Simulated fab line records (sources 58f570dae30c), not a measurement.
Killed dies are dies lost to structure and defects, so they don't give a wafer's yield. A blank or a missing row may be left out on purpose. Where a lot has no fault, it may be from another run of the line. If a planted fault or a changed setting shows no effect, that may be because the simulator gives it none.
Matching of chambers | flow berkeleyCmos170 | cmp-01 running UCB170_V1_CMP_02: 4 sister chambers
The step polishes SiO2. 14 wafers are shown with their chamber, then 7 later ones without.

== WAFERS, EACH WITH ITS CHAMBER ==
wafer  | chamber | motorCurrentA (A) | retainingRingPressureFrac | edgeZonePressureFrac
L492.1 | 2       | 16.5              | 1.000                     | 1.000
L492.2 | 0       | 14.2              | 0.992                     | 1.003
L492.4 | 1       | 17.5              | 0.998                     | 0.999
L495.1 | 3       | 16.3              | 1.004                     | 1.008
L495.3 | 0       | 14.8              | 1.003                     | 1.004
L495.5 | 1       | 17.7              | 0.988                     | 0.999
L496.3 | 0       | 15.5              | 0.997                     | 0.995
L496.4 | 3       | 16.5              | 0.992                     | 1.001
L496.6 | 3       | 15.4              | 0.986                     | 0.998
L500.1 | 0       | 14.9              | 1.000                     | 0.999
L500.2 | 3       | 15.8              | 0.999                     | 1.005
L500.5 | 3       | 15.0              | 0.996                     | 1.001
L504.3 | 3       | 15.9              | 1.006                     | 0.999
L504.4 | 0       | 14.6              | 1.000                     | 0.995

SIGNATURES (averages over the wafers above)
reading                   | chamber 0 | chamber 1 | chamber 2 | chamber 3 | scatter within a chamber
motorCurrentA             | 14.800    | 17.600    | 16.500    | 15.817    | 0.497
retainingRingPressureFrac | 0.99840   | 0.99300   | 1.00000   | 0.99717   | 0.00632
edgeZonePressureFrac      | 0.99920   | 0.99900   | 1.00000   | 1.00200   | 0.00381
Rule: for each reading, subtract the chamber's mean from the wafer's reading, divide by that reading's scatter and square the result; add these up over the readings and take the root, which gives the wafer's distance from the chamber. The wafer belongs to the nearest chamber; if the next one is less than 2 further off, it can't be placed. The scatter: the root of (the sum of the squares of (reading less its chamber's mean) over the shown wafers, divided by (wafers less chambers)).

== WAFERS WITHOUT THEIR CHAMBER ==
wafer  | motorCurrentA (A) | retainingRingPressureFrac | edgeZonePressureFrac
L504.5 | 18.4              | 0.998                     | 1.006
L508.3 | 16.0              | 1.005                     | 1.006
L508.4 | 14.2              | 1.003                     | 0.993
L508.5 | 18.4              | 1.004                     | 1.000
L509.2 | 17.7              | 1.005                     | 0.996
L509.3 | 17.7              | 1.002                     | 1.002
L509.5 | 16.7              | 1.002                     | 0.996

== THE CHAMBER EACH PASSED THROUGH ==
wafer  | from the rows above          | in truth
L504.5 | can't be placed: 1 or 2      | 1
L508.3 | can't be placed: 3 or 2 or 0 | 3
L508.4 | can't be placed: 0 or 3      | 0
L508.5 | can't be placed: 1 or 2      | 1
L509.2 | can't be placed: 1 or 2      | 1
L509.3 | can't be placed: 1 or 2      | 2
L509.5 | can't be placed: 2 or 1 or 3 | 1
Placed correctly: 0 of 7. Not placeable from these rows: 7 (in 7, the candidates include the true chamber). Placed wrongly: 0.
